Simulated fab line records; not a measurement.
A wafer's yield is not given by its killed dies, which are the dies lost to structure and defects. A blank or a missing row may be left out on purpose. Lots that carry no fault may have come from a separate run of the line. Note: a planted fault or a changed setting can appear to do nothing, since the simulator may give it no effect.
Split-lot study / flow rit_cmos / 27 wafers read from 5 lots, route of 202 steps

## SPLIT DETAILS
At RIT_CONTACT_DEVELOP_07 (develop time 120 s), the setting develop_time_s was moved away from the recipe's 120 s on 9 of the 27 wafers read, by -53.8% to -17.4%. All remaining wafers had this setting at the recipe value.

## FROM THE SPLIT TO THE READING: what the file shows between them, 4 steps
- RIT_CONTACT_CD_MEAS_08: target cd 1000 nm
- RIT_CONTACT_HARDBAKE_10: time 60 s
- RIT_CONTACT_ETCH_11: etches SiO2 in CHF3/CF4/Ar, stops on TiSi2, target depth 480 nm, time 320 s
- RIT_CONTACT_STRIP_12: strips in O2, time 180 s

## THE READING
cd_nm at RIT_CONTACT_CD_MEAS_90, given in nm (cd target 1000 nm). Fault-free wafers of this fab line usually give 1000.2 nm, standard deviation 2.5 nm.

wafer=L074.1; tool, chamber at the split=litho_track-01, 0; develop_time_s as run, s=120; against the recipe=recipe; cd_nm, nm=999.6; against lot-mates on the recipe=-
wafer=L074.2; tool, chamber at the split=litho_track-01, 0; develop_time_s as run, s=120; against the recipe=recipe; cd_nm, nm=996.7; against lot-mates on the recipe=-
wafer=L074.3; tool, chamber at the split=litho_track-01, 0; develop_time_s as run, s=120; against the recipe=recipe; cd_nm, nm=996.9; against lot-mates on the recipe=-
wafer=L074.4; tool, chamber at the split=litho_track-01, 0; develop_time_s as run, s=120; against the recipe=recipe; cd_nm, nm=999.2; against lot-mates on the recipe=-
wafer=L074.5; tool, chamber at the split=litho_track-01, 0; develop_time_s as run, s=120; against the recipe=recipe; cd_nm, nm=998.6; against lot-mates on the recipe=-
wafer=L074.6; tool, chamber at the split=litho_track-01, 0; develop_time_s as run, s=120; against the recipe=recipe; cd_nm, nm=1000.0; against lot-mates on the recipe=-
wafer=L079.1; tool, chamber at the split=litho_track-04, 0; develop_time_s as run, s=99.17; against the recipe=-17.4%; cd_nm, nm=984.3; against lot-mates on the recipe=-15.5
wafer=L079.2; tool, chamber at the split=litho_track-04, 0; develop_time_s as run, s=120; against the recipe=recipe; cd_nm, nm=1002.2; against lot-mates on the recipe=-
wafer=L079.3; tool, chamber at the split=litho_track-04, 0; develop_time_s as run, s=120; against the recipe=recipe; cd_nm, nm=998.7; against lot-mates on the recipe=-
wafer=L079.4; tool, chamber at the split=litho_track-04, 0; develop_time_s as run, s=120; against the recipe=recipe; cd_nm, nm=998.5; against lot-mates on the recipe=-
wafer=L079.5; tool, chamber at the split=litho_track-04, 0; develop_time_s as run, s=99.17; against the recipe=-17.4%; cd_nm, nm=984.8; against lot-mates on the recipe=-15.0
wafer=L079.6; tool, chamber at the split=litho_track-04, 0; develop_time_s as run, s=99.17; against the recipe=-17.4%; cd_nm, nm=984.4; against lot-mates on the recipe=-15.4
wafer=L080.2; tool, chamber at the split=litho_track-03, 0; develop_time_s as run, s=120; against the recipe=recipe; cd_nm, nm=1001.4; against lot-mates on the recipe=-
wafer=L080.3; tool, chamber at the split=litho_track-03, 0; develop_time_s as run, s=120; against the recipe=recipe; cd_nm, nm=1002.9; against lot-mates on the recipe=-
wafer=L080.5; tool, chamber at the split=litho_track-03, 0; develop_time_s as run, s=120; against the recipe=recipe; cd_nm, nm=1002.0; against lot-mates on the recipe=-
wafer=L083.1; tool, chamber at the split=litho_track-04, 0; develop_time_s as run, s=120; against the recipe=recipe; cd_nm, nm=1003.0; against lot-mates on the recipe=-
wafer=L083.2; tool, chamber at the split=litho_track-04, 0; develop_time_s as run, s=120; against the recipe=recipe; cd_nm, nm=1003.4; against lot-mates on the recipe=-
wafer=L083.3; tool, chamber at the split=litho_track-04, 0; develop_time_s as run, s=63.91; against the recipe=-46.7%; cd_nm, nm=950.5; against lot-mates on the recipe=-52.6
wafer=L083.4; tool, chamber at the split=litho_track-04, 0; develop_time_s as run, s=120; against the recipe=recipe; cd_nm, nm=1002.8; against lot-mates on the recipe=-
wafer=L083.5; tool, chamber at the split=litho_track-04, 0; develop_time_s as run, s=63.91; against the recipe=-46.7%; cd_nm, nm=949.3; against lot-mates on the recipe=-53.8
wafer=L083.6; tool, chamber at the split=litho_track-04, 0; develop_time_s as run, s=63.91; against the recipe=-46.7%; cd_nm, nm=951.7; against lot-mates on the recipe=-51.4
wafer=L085.1; tool, chamber at the split=litho_track-03, 0; develop_time_s as run, s=55.41; against the recipe=-53.8%; cd_nm, nm=934.7; against lot-mates on the recipe=-66.9
wafer=L085.2; tool, chamber at the split=litho_track-03, 0; develop_time_s as run, s=55.41; against the recipe=-53.8%; cd_nm, nm=936.7; against lot-mates on the recipe=-64.9
wafer=L085.3; tool, chamber at the split=litho_track-03, 0; develop_time_s as run, s=120; against the recipe=recipe; cd_nm, nm=1001.9; against lot-mates on the recipe=-
wafer=L085.4; tool, chamber at the split=litho_track-03, 0; develop_time_s as run, s=120; against the recipe=recipe; cd_nm, nm=1002.0; against lot-mates on the recipe=-
wafer=L085.5; tool, chamber at the split=litho_track-03, 0; develop_time_s as run, s=120; against the recipe=recipe; cd_nm, nm=1000.8; against lot-mates on the recipe=-
wafer=L085.6; tool, chamber at the split=litho_track-03, 0; develop_time_s as run, s=55.41; against the recipe=-53.8%; cd_nm, nm=935.4; against lot-mates on the recipe=-66.2

FIT RESULTS
A straight line over all 27 wafers: cd_nm changes by +1.15 nm for each +1% of develop_time_s; r = +0.99; the points scatter about the line by 2.8 nm.
The same after taking each lot's own level away (the mean of its wafers on the recipe; 27 wafers): +1.18 nm for each +1%; r = +1.00; scatter 2.3 nm.
On that fit, the largest move of develop_time_s shifts the reading by 63 nm.
The lots' own levels span 998.50 to 1003.07 nm, that is 1.8 times the standard deviation above.
The two slopes agree, so the slope changes little with the lot-to-lot level.
Check: for one of the wafers moved furthest among these (-53.8%), held out of the fit, the line's prediction against its lot-mates is -61.9 nm. Against them it came out at -66.9 nm.

## THE OTHER SPLITS THESE WAFERS WENT THROUGH
These wafers also went through other splits before the reading. Each is held against what the fit with the lots' levels taken away leaves over:
other split on the same wafers=RIT_FOX1_OXIDATION_00 ox_time_s; wafers away from the commonest value=12; r with cd_nm (lot level and that fit taken away)=-0.12
other split on the same wafers=RIT_GATE_OXIDATION_05 ox_time_s; wafers away from the commonest value=21; r with cd_nm (lot level and that fit taken away)=-0.57
other split on the same wafers=RIT_SPACER_ETCHBACK_05 time_s; wafers away from the commonest value=6; r with cd_nm (lot level and that fit taken away)=+0.13

## THE WHOLE CHAIN: every reading that the file lists as answering this split, in the file's order
step=RIT_CONTACT_CD_MEAS_08; what it does=target cd 1000 nm; reading=cd_nm; change (the file's fit)=+1.17 nm for each +1% of the setting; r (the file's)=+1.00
step=RIT_CONTACT_ETCH_11; what it does=etches SiO2 in CHF3/CF4/Ar, stops on TiSi2, target depth 480 nm, time 320 s; reading=CONTACT.cd_nm (the simulator's own value, which no gauge read); change (the file's fit)=+1.16 nm for each +1% of the setting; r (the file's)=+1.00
step=RIT_CONTACT_CD_MEAS_90; what it does=target cd 1000 nm; reading=cd_nm; change (the file's fit)=+1.16 nm for each +1% of the setting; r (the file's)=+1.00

## FILE'S OWN FIT
cd_nm changes by +1.16 nm for each +1% of develop_time_s, r = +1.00.
